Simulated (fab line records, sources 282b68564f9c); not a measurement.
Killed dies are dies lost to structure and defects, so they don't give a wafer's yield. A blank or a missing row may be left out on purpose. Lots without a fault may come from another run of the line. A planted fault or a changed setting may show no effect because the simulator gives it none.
Chamber matching | flow rit_cmos | RIT_CONTACT_ETCH_11 on rie_diel-03: 4 sister chambers
The step etches SiO2 in CHF3/CF4/Ar, stops on TiSi2, target depth 480 nm, time 320 s. 8 wafers are shown with their chamber, then 7 later ones without.

WAFERS WITH THEIR CHAMBER
wafer  | chamber | throttle_valve_pct (%) | oes_product_au (a.u.)
L508.2 | 1       | 8.58                   | 0.991
L508.6 | 3       | 8.93                   | 0.986
L515.2 | 3       | 8.94                   | 0.977
L515.3 | 2       | 8.84                   | 0.992
L517.1 | 1       | 8.59                   | 0.987
L517.2 | 2       | 8.84                   | 0.999
L522.3 | 0       | 8.83                   | 0.978
L522.5 | 0       | 8.84                   | 0.982

WAFERS WITHOUT THEIR CHAMBER
wafer  | throttle_valve_pct (%) | oes_product_au (a.u.)
L522.6 | 8.59                   | 0.997
L524.1 | 8.82                   | 0.983
L524.3 | 8.58                   | 0.984
L524.6 | 8.82                   | 0.973
L525.2 | 8.91                   | 0.978
L525.3 | 8.83                   | 0.993
L525.4 | 8.58                   | 0.987

WHICH CHAMBER EACH WENT THROUGH
wafer  | from the rows above     | in truth
L522.6 | 1                       | 1
L524.1 | can't be placed: 0 or 2 | 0
L524.3 | 1                       | 1
L524.6 | 0                       | 0
L525.2 | 3                       | 3
L525.3 | can't be placed: 2 or 0 | 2
L525.4 | 1                       | 1
Placed correctly: 5 of 7. Can't be placed from these rows: 2 (the true chamber is among the candidates in 2). Placed wrongly: 0.
How it was worked out, from the rows above alone: a wafer's distance from a chamber is the root of the sum, over the readings, of the square of ((its reading less the chamber's mean) divided by the reading's scatter). The wafer belongs to the nearest chamber; if the next one is less than 2 further off, it can't be placed. A chamber's mean is the mean of its shown wafers. The scatter: the root of (the sum of the squares of (reading less its chamber's mean) over the shown wafers, divided by (wafers less chambers)).
